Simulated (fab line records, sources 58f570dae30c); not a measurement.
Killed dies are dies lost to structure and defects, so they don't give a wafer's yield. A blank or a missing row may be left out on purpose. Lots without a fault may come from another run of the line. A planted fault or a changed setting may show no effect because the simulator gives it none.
One fault seen from 2 desks | flow berkeley_cmos170 | each desk has only its own numbers; what lay behind them comes last

THE METROLOGY DESK
What the gauges read, lot by lot, whatever tool the lot ran on: means of the sampled wafers that have a number. A lot is out of limits, marked OUT, if its mean lies more than 4 standard deviations from the usual mean; the brackets give that distance.
Columns: A = cd_nm at UCB170_ACTIVE_CD_MEAS_90, usual 1200.2 nm; B = NVT_TW at UCB170_NVT_TW_MEAS_09, usual 528; C = GATE_OXIDE_THK at UCB170_GATE_THK_MEAS_02, usual 6.62 nm
lot  | first seen here | A      | B              | C
L515 | day 5 01:08     | 1199.6 | 528            | 6.69
L516 | day 5 01:38     | 1199.1 | 528            | 6.64
L514 | day 5 01:45     | 1199.8 | 542            | 6.73
L518 | day 5 11:21     | 1200.6 | 521            | 6.56
L522 | day 6 18:35     | 1201.2 | 486 (-7.9) OUT | 6.54
L524 | day 7 01:04     | 1199.3 | 483 (-8.5) OUT | 6.75
L526 | day 7 09:20     | 1200.7 | 521            | 6.71
L527 | day 8 03:34     | 1198.2 | 529            | 6.58
L530 | day 8 11:10     | 1200.6 | 524            | 6.41
L532 | day 8 20:14     | 1201.5 | 539            | 6.50
L533 | day 9 06:59     | 1198.8 | 526            | 6.75
L534 | day 9 07:19     | 1202.2 | 526            | 6.64
L536 | day 9 07:39     | 1199.6 | 535            | 6.72
L537 | day 10 08:01    | 1199.8 | 528            | 6.62
This desk's finding: out of limits on L522, L524; first on L522, day 8 14:29 (NVT_TW at UCB170_NVT_TW_MEAS_09). In limits: L515, L516, L514, L518, L526, L527, L530, L532, L533, L534, L536, L537.

THE TOOL OWNER'S DESK: implanter-01
The tool's own readings at UCB170_NVT_IMPLANT_07: means of the sampled wafers that have a number, for each lot that ran on this tool. A lot is out of limits, marked OUT, if its mean lies more than 4 standard deviations from the usual mean; the brackets give that distance.
Columns: A = dose_ions_cm2 at UCB170_NVT_IMPLANT_07, usual 2.999e+12; B = faraday_current_uA at UCB170_NVT_IMPLANT_07, usual 9.54
lot  | first seen here | A                           | B
L515 | day 6 17:14     | 2.995e+12                   | 9.70
L518 | day 7 05:36     | 3.007e+12                   | 9.46
L522 | day 8 14:14     | 2.342e+12 (-99 or more) OUT | 7.40 (-11) OUT
L524 | day 8 22:09     | 2.340e+12 (-99 or more) OUT | 7.51 (-10) OUT
This desk's finding: out of limits on L522, L524; first on L522, day 8 14:14 (dose_ions_cm2 at UCB170_NVT_IMPLANT_07). In limits: L515, L518.

PUT TOGETHER
The tool owner's desk could have raised an alarm at day 8 14:14, on L522, L524.
The metrology desk could have raised an alarm at day 8 14:29, on L522, L524.
Of the lots named, all ran UCB170_NVT_IMPLANT_07 on implanter-01.

WHAT THE SIMULATOR HAD PUT IN
Process parameter drift: implanter-01, from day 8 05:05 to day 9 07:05, at UCB170_NVT_IMPLANT_07. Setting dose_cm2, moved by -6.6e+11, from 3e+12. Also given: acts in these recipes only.
Lots struck among those shown: L522, L524.
Hours from the fault's start to each desk's first reading out of limits: the tool owner's desk, 9; the metrology desk, 9.
